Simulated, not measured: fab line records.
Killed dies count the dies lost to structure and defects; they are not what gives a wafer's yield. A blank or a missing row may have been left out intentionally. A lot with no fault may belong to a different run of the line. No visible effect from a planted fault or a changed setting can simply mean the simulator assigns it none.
Which tool is to blame?    flow rit_cmos    13 lots with 39 wafers sampled at 2 steps, on a route of 202 steps

## WHAT EACH GAUGE READ, for each wafer
RIT_GATE_CD_MEAS_16 targets a cd of 150 nm.
lot   measured     on         cd_nm (nm)
L334  day 2 13:55  cd_sem-02  149.8 149.4 147.5
L335  day 2 20:38  cd_sem-02  146.4 148.6 145.2
L336  day 3 00:12  cd_sem-02  147.5 145.7 145.2
L337  day 3 05:23  cd_sem-02  152.0 151.6 150.5
L339  day 3 16:18  cd_sem-01  149.9 149.1 150.6
L340  day 3 19:51  cd_sem-01  147.7 148.8 148.1
L341  day 4 02:15  cd_sem-01  148.4 147.4 148.9
L343  day 4 15:11  cd_sem-02  149.7 148.7 149.1
L344  day 4 17:53  cd_sem-02  155.7 151.8 153.4
L345  day 5 04:49  cd_sem-02  147.2 146.7 147.7
L347  day 5 11:16  cd_sem-02  139.8 138.9 138.4 140.0 138.9 138.5
L356  day 7 11:55  cd_sem-02  150.3 150.7 149.6
L357  day 7 14:53  cd_sem-01  146.8 148.1 143.6

## WHICH TOOL RAN EACH LOT (tool, then ch and the chambers of the sampled wafers, then the start)
lot   RIT_GATE_EXPOSE_13
L334  iline_stepper-02 ch 0, day 2 13:31
L335  iline_stepper-01 ch 0, day 2 20:14
L336  iline_stepper-01 ch 0, day 2 23:48
L337  iline_stepper-02 ch 0, day 3 04:59
L339  iline_stepper-01 ch 0, day 3 15:54
L340  iline_stepper-01 ch 0, day 3 19:27
L341  iline_stepper-01 ch 0, day 4 01:51
L343  iline_stepper-02 ch 0, day 4 14:47
L344  iline_stepper-02 ch 0, day 4 17:29
L345  iline_stepper-02 ch 0, day 5 04:25
L347  iline_stepper-01 ch 0, day 5 10:52
L356  iline_stepper-01 ch 0, day 7 11:25
L357  iline_stepper-01 ch 0, day 7 14:29
- RIT_GATE_EXPOSE_13: exposes mask M6, target cd 150 nm.

## AS READ BY THE TOOLS THEMSELVES (means over the sampled wafers that have a number; for cases with no such wafer, the mark the record gives instead)
RIT_GATE_EXPOSE_13.
lot   tool              reticle_temp_C (C)  stage_vel_mm_s (mm/s)
L334  iline_stepper-02  23.12               500.38
L335  iline_stepper-01  22.96               499.99
L336  iline_stepper-01  22.88               500.12
L337  iline_stepper-02  23.00               499.97
L339  iline_stepper-01  23.13               500.08
L340  iline_stepper-01  22.76               500.00
L341  iline_stepper-01  22.99               500.41
L343  iline_stepper-02  23.02               500.01
L344  iline_stepper-02  23.02               500.07
L345  iline_stepper-02  23.01               500.01
L347  iline_stepper-01  23.12               499.93
L356  iline_stepper-01  22.95               500.04
L357  iline_stepper-01  22.92               500.28

## THE ANSWER, worked out from the rows above alone
Rule: the lots themselves supply what counts as usual. Put in order of their means at a reading, lots are off if they are a third of the lots or fewer, leave a main group of 4 or more, and stand apart from it by a gap of 3 or more times the standard deviation of the main group's means; of several such gaps the widest counts. Not used: any main group whose means are identical at the precision the tables above print for the reading. Also off: a lot with no number at a reading for which 4 or more lots have one. Any other lot the step has rows for is counted as sound. After the gauges, taken in route order, come the tools' own readings; for these a lot's mean is taken, as printed above. The first step at which some lot is off is used, and at that step the reading that is off furthest; a lot without a number counts as furthest.
Off: L347 (RIT_GATE_CD_MEAS_16, cd_nm). The main group has a mean of 148.8 nm with a standard deviation of 2.1.
A tool fits if, at a process step before that reading, it ran every lot that is off, and no sound lot after the first of them. Gauges at RIT_GATE_CD_MEAS_16: tried the same way as those tools. Not one of the candidates tried fits.

## WHAT THE SIMULATOR HAD PUT IN
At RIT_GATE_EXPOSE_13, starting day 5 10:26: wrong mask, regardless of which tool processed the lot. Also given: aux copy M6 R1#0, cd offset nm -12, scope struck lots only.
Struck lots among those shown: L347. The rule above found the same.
